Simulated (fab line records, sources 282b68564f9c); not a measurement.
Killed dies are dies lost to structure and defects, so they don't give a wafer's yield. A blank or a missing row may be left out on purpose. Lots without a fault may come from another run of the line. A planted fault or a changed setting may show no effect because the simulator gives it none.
fab line records | flow rit_cmos | part 2 of 2: steps 28 to 38 of 38
record lots=5 wafers=15 last_day=6
route steps=202 shown GATE@76 FOX2@80 REOX@98 NLDD@103
lots that met no fault: from a run of the same line without faults
start_h: hours from the record's first day to the start of the lot's first wafer shown | wait_h: hours since the lot's step before | " the same as in the row above | L1.1+2: a row that stands for several wafers | - no value, or no start given | * or withheld: withheld | < > ~ a bound
route shown NAME@n: a module of which the file shows steps, and the number in the route of the first | usual: mean/standard deviation of fault-free wafers | same: alike in all rows | chamber/n: place in a boat | sites: the reading at each site | _std_site: their standard deviation | _edge_site: outer sites' mean less inner sites' | radius_mm: how far each site lies from the wafer's centre | mask NAME#n: copy n | behind: the tool/chamber that last shaped the wafer | hold: why the lot was held/for how many hours/how that ended | device: the transistor (n, p or np) that didn't switch | end of line: the same wafers' tests at the end of the route | a step without rows: its recipe alone | killed: dies lost to structure and defects at the first sort, not the wafer's yield | map: a wafer's dies, x killed, . not, _ none there
set.NAME: the setting as run; set.NAME@STEP: as run at that earlier step | model.NAME: the simulator's own value behind a step, which no gauge read
lots at some steps of the route; a table a step, a row a wafer
services: from which hour (start_h, from the record's first day; less than 0 if before it) a tool's chamber was out of use, for how many hours, and why
## steps
# step RIT_NLDD_HMDS_00
# recipe prime_time_s=60 prime_temp_c=140
# usual resist_line_temp_C=23.01/0.11
# same prime_time_s=60
# columns lot.wafer tool chamber start_h wait_h resist_line_temp_C
L074.1 litho_track-03 0 39.85 0.1 23.06
L074.2 " 0 " " 23.04
L074.5 " 0 " " 23.07
L085.1 litho_track-03 0 94.47 0.1 23.07
L085.3 " 0 " " 23.04
L085.4 " 0 " " 23.17
L088.1 litho_track-03 0 111.14 0.1 22.99
L088.2 " 0 " " 22.88
L088.4 " 0 " " 23.09
L091.1 litho_track-02 0 124.75 0.1 23.18
L091.3 " 0 " " 23.19
L091.4 " 0 " " 23.09
L092.1 litho_track-04 0 130.45 0.1 22.88
L092.2 " 0 " " 23.08
L092.4 " 0 " " 22.97
# step RIT_NLDD_COAT_01
# recipe resist=NOVOLAK spin_rpm=3250 resist_thk_nm=1000
# usual resist_line_temp_C=23.00/0.11
# columns lot.wafer tool chamber start_h wait_h resist_line_temp_C
L074.1 litho_track-03 0 40.00 0.1 22.76
L074.2 " 0 " " 22.83
L074.5 " 0 " " 22.84
L085.1 litho_track-03 0 94.62 0.1 23.02
L085.3 " 0 " " 23.00
L085.4 " 0 " " 23.10
L088.1 litho_track-03 0 111.29 0.1 22.86
L088.2 " 0 " " 22.88
L088.4 " 0 " " 22.73
L091.1 litho_track-02 0 124.90 0.1 23.01
L091.3 " 0 " " 23.02
L091.4 " 0 " " 22.91
L092.1 litho_track-04 0 130.60 0.1 23.16
L092.2 " 0 " " 23.04
L092.4 " 0 " " 23.08
# step RIT_NLDD_SOFTBAKE_02
# recipe resist=NOVOLAK temp_c=90 time_s=60
# usual resist_line_temp_C=23.02/0.11
# columns lot.wafer tool chamber start_h wait_h resist_line_temp_C
L074.1 litho_track-03 0 40.15 0.1 22.97
L074.2 " 0 " " 23.23
L074.5 " 0 " " 23.05
L085.1 litho_track-03 0 94.77 0.1 23.08
L085.3 " 0 " " 23.21
L085.4 " 0 " " 23.11
L088.1 litho_track-03 0 111.44 0.1 22.98
L088.2 " 0 " " 22.93
L088.4 " 0 " " 22.91
L091.1 litho_track-02 0 125.05 0.1 23.15
L091.3 " 0 " " 23.01
L091.4 " 0 " " 23.17
L092.1 litho_track-04 0 130.75 0.1 23.10
L092.2 " 0 " " 22.92
L092.4 " 0 " " 22.96
# step RIT_NLDD_EXPOSE_03
# recipe mask_id=M7 na=0.57 target_cd_nm=40700 dose_mj=250
# columns lot.wafer tool chamber start_h wait_h mask
L074.1+2+5 iline_stepper-02 0 40.43 0.2 M7#0
L085.1+3+4 iline_stepper-02 0 94.95 0.2 M7#0
L088.1+2+4 iline_stepper-02 0 111.69 0.2 M7#0
L091.1+3+4 iline_stepper-02 0 125.32 0.2 M7#0
L092.1+2+4 iline_stepper-01 0 131.03 0.2 M7#0
# step RIT_NLDD_PEB_04
# recipe resist=NOVOLAK temp_c=withheld time_s=withheld
# usual resist_line_temp_C=*
# columns lot.wafer tool chamber start_h wait_h resist_line_temp_C
L074.1 litho_track-02 0 40.54 0.1 *
L074.2 " 0 " " *
L074.5 " 0 " " *
L085.1 litho_track-03 0 95.06 0.1 *
L085.3 " 0 " " *
L085.4 " 0 " " *
L088.1 litho_track-04 0 111.81 0.1 *
L088.2 " 0 " " *
L088.4 " 0 " " *
L091.1 litho_track-04 0 125.44 0.1 *
L091.3 " 0 " " *
L091.4 " 0 " " *
L092.1 litho_track-04 0 131.21 0.2 *
L092.2 " 0 " " *
L092.4 " 0 " " *
# step RIT_NLDD_DEVELOP_05
# recipe resist=NOVOLAK develop_time_s=50 dev_temp_c=23
# usual developer_temp_C=22.99/0.11 resist_line_temp_C=23.00/0.11
# columns lot.wafer tool chamber start_h wait_h developer_temp_C resist_line_temp_C
L074.1 litho_track-02 0 - - 23.01 23.01
L074.2 " 0 " " 22.93 22.99
L074.5 " 0 " " 23.00 22.93
L085.1 litho_track-03 0 - - 23.02 22.92
L085.3 " 0 " " 23.06 22.94
L085.4 " 0 " " 22.97 22.94
L088.1 litho_track-04 0 - - 23.00 23.14
L088.2 " 0 " " 23.02 23.13
L088.4 " 0 " " 22.83 23.10
L091.1 litho_track-04 0 - - 22.97 23.03
L091.3 " 0 " " 23.08 23.03
L091.4 " 0 " " 23.03 23.17
L092.1 litho_track-04 0 - - 22.95 22.82
L092.2 " 0 " " 22.88 22.93
L092.4 " 0 " " 22.97 22.96
# step RIT_NLDD_OVL_MEAS_06
# usual NLDD_OVL=1.0/1.3
# columns lot.wafer tool chamber start_h wait_h NLDD_OVL[nm]
L074.1 overlay-02 - 40.83 - -2.1
L074.2 " - " " 0.6
L074.5 " - " " 1.6
L085.1 overlay-01 - 95.35 - 1.3
L085.3 " - " " 0.6
L085.4 " - " " 1.3
L088.1 overlay-01 - 112.09 - 0.7
L088.2 " - " " 0.2
L088.4 " - " " -0.6
L091.1 overlay-01 - 125.72 - 1.2
L091.3 " - " " 1.9
L091.4 " - " " 2.6
L092.1 overlay-02 - 131.50 - -0.4
L092.2 " - " " -0.1
L092.4 " - " " 1.6
# step RIT_NLDD_HARDBAKE_07
# recipe resist=NOVOLAK temp_c=140 time_s=60
# usual resist_line_temp_C=22.99/0.11
# columns lot.wafer tool chamber start_h wait_h resist_line_temp_C
L074.1 litho_track-02 0 40.86 0.0 23.00
L074.2 " 0 " " 23.08
L074.5 " 0 " " 23.09
L085.1 litho_track-02 0 95.38 0.0 23.08
L085.3 " 0 " " 23.21
L085.4 " 0 " " 22.86
L088.1 litho_track-04 0 112.13 0.0 23.02
L088.2 " 0 " " 22.99
L088.4 " 0 " " 23.10
L091.1 litho_track-02 0 125.76 0.0 23.03
L091.3 " 0 " " 23.10
L091.4 " 0 " " 23.07
L092.1 litho_track-04 0 131.53 0.0 23.04
L092.2 " 0 " " 23.07
L092.4 " 0 " " 22.96
# step RIT_NLDD_IMPLANT_08
# recipe species=P energy_kev=20 dose_cm2=5e+14 tilt_deg=7
# columns lot.wafer tool chamber start_h wait_h
L074.1+2+5 implanter-03 0 41.01 0.1
L085.1+3+4 implanter-04 0 95.53 0.1
L088.1+2+4 implanter-04 0 112.28 0.1
L091.1+3+4 implanter-02 0 125.91 0.1
L092.1+2+4 implanter-02 0 131.68 0.1
# step RIT_NLDD_STRIP_09
# recipe chemistry=O2 time_s=180 resist=NOVOLAK platen_temp_c=withheld power_w=500 pressure_mtorr=4000 o2_flow_sccm=4000
# usual drypump_motor_current_A=5.4/0.57 rf_refl_power_W=7.2/1
# columns lot.wafer tool chamber start_h wait_h drypump_motor_current_A rf_hours_counter_h rf_refl_power_W
L074.1 plasma_asher-02 1 41.16 0.1 6.6 40 7.8
L074.2 " 0 " " 5.2 40 6.9
L074.5 " 1 " " 6.6 - 7.7
L085.1 plasma_asher-04 1 95.68 0.1 4.7 32 7.2
L085.3 " 1 " " 4.7 - 7.4
L085.4 " 0 " " 5.7 - 8.7
L088.1 plasma_asher-04 1 112.43 0.1 4.7 34 6.8
L088.2 " 0 " " 5.7 34 8.4
L088.4 " 1 " " 4.7 - 7.0
L091.1 plasma_asher-04 1 126.06 0.1 4.7 36 7.2
L091.3 " 0 " " 5.7 - 8.1
L091.4 " 1 " " 4.7 - 7.3
L092.1 plasma_asher-01 1 131.83 0.1 5.3 48 5.7
L092.2 " 0 " " 5.2 48 5.7
L092.4 " 0 " " 5.3 - 6.0
# step RIT_NLDD_TW_MEAS_10
# usual NLDD_TW=2495/16
# columns lot.wafer tool chamber start_h wait_h NLDD_TW
L074.1 film_metro-04 - 41.34 0.1 2519
L074.2 " - " " 2498
L074.5 " - " " 2516
L085.1 film_metro-02 - 95.86 0.1 2484
L085.3 " - " " 2501
L085.4 " - " " 2475
L088.1 film_metro-02 - 112.60 0.1 2511
L088.2 " - " " 2483
L088.4 " - " " 2500
L091.1 film_metro-01 - 126.23 0.1 2499
L091.3 " - " " 2486
L091.4 " - " " 2494
L092.1 film_metro-04 - 132.01 0.1 2506
L092.2 " - " " 2513
L092.4 " - " " 2517
## services
# columns tool chamber start_h hours kind
furnace-02 - 7.84 3.5 pm
lpcvd-01 - 15.40 17.2 pm
implanter-04 - 36.36 5.0 pm
rie_si-02 3 40.15 11.3 repair
iline_stepper-02 - 43.09 1.7 pm
implanter-02 - 47.09 17.3 pm
iline_stepper-01 0 47.28 - calibration
plasma_asher-01 - 53.02 4.2 repair
iline_stepper-02 - 61.26 11.4 repair
implanter-04 - 66.91 3.5 repair
furnace-02 - 71.82 1.4 pm
rie_si-01 1 78.40 - clean
rie_si-01 1 78.40 29.2 scheduled_down
rie_si-01 1 78.40 29.2 vent_cycle
iline_stepper-01 - 85.50 21.6 repair
rie_si-02 - 86.24 0.4 repair
furnace-04 - 107.05 3.1 pm
iline_stepper-01 - 107.06 8.9 pm
furnace-01 - 111.71 3.0 pm
rie_si-01 - 116.28 28.1 pm
litho_track-04 - 121.97 - consumable_replace:filter
implanter-04 - 124.40 3.7 repair
iline_stepper-02 0 124.75 - calibration
